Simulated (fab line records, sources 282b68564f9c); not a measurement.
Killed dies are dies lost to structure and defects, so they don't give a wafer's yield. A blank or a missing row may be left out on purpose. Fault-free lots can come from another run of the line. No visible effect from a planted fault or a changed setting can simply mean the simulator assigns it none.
The same fault as seen by 2 desks	flow rit-cmos	numbers are kept per desk, each desk with only its own; the story behind them comes last

== THE TOOL OWNER'S DESK: litho-track-03 ==
At RIT_NWELL_SOFTBAKE_02 (time 60 s), the tool's own readings, given per lot that ran on this tool as the mean of the sampled wafers with a number. The brackets show how far a lot's mean lies from the usual mean; more than 4 standard deviations puts the lot out of limits, marked OUT.
Columns: A = heater-power-total-W at RIT_NWELL_SOFTBAKE_02, usual 34.56 W; B = run-length-s at RIT_NWELL_SOFTBAKE_02, usual 88.96 s
lot	first seen here	A	B
L386	day 3 11:40	34.58	88.76
L387	day 3 16:47	34.51	129.53 (+99 or more) OUT
L388	day 3 23:10	34.57	129.56 (+99 or more) OUT
Finding of this desk: L387, L388 out of limits; the first was L387 at day 3 16:47, on run-length-s at RIT_NWELL_SOFTBAKE_02. L386: within limits.

== FROM THE METROLOGY DESK ==
What the gauges read for every lot (on any tool): the sampled wafers with a number, averaged. The brackets show how far a lot's mean lies from the usual mean; more than 4 standard deviations puts the lot out of limits, marked OUT.
Columns: A = FOX1_OXIDE_THK at RIT_FOX1_THK_MEAS_01, usual 347 nm; B = FOX2_OXIDE_THK at RIT_FOX2_THK_MEAS_01, usual 350 nm; C = FIELD_OXIDE_LEFT_1_THK at RIT_FOX2_THK_MEAS_90, usual 323 nm; D = NWELL_OVL at RIT_NWELL_OVL_MEAS_06, usual 0.0 nm
lot	first seen here	A	B	C	D
L386	day 3 08:52	344	358	331	1.3
L387	day 3 14:03	348	342	315	-0.6
L388	day 3 20:23	346	349	322	-2.4
L391	day 4 10:41	347	353	327	0.1
L399	day 6 03:10	349	353	326	-1.3
L400	day 6 07:32	356	353	325	0.8
This desk's finding: nothing out of limits on any of the 6 lots.

== ALL TOGETHER ==
At day 3 16:47, on L387, L388, the tool owner's desk was in a position to raise an alarm.
From the metrology desk's view, nothing was out of limits.
The metrology desk has L387, L388 on record, within its limits.
RIT_NWELL_SOFTBAKE_02 was run on litho-track-03 by each of the lots named.

== WHAT THE SIMULATOR PUT IN ==
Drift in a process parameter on litho-track-03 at RIT_NWELL_SOFTBAKE_02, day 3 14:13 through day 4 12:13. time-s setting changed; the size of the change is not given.
Lots struck among those shown: L387, L388.
Time in hours from fault onset to the first out-of-limits reading at each desk: the tool owner's desk, 3.
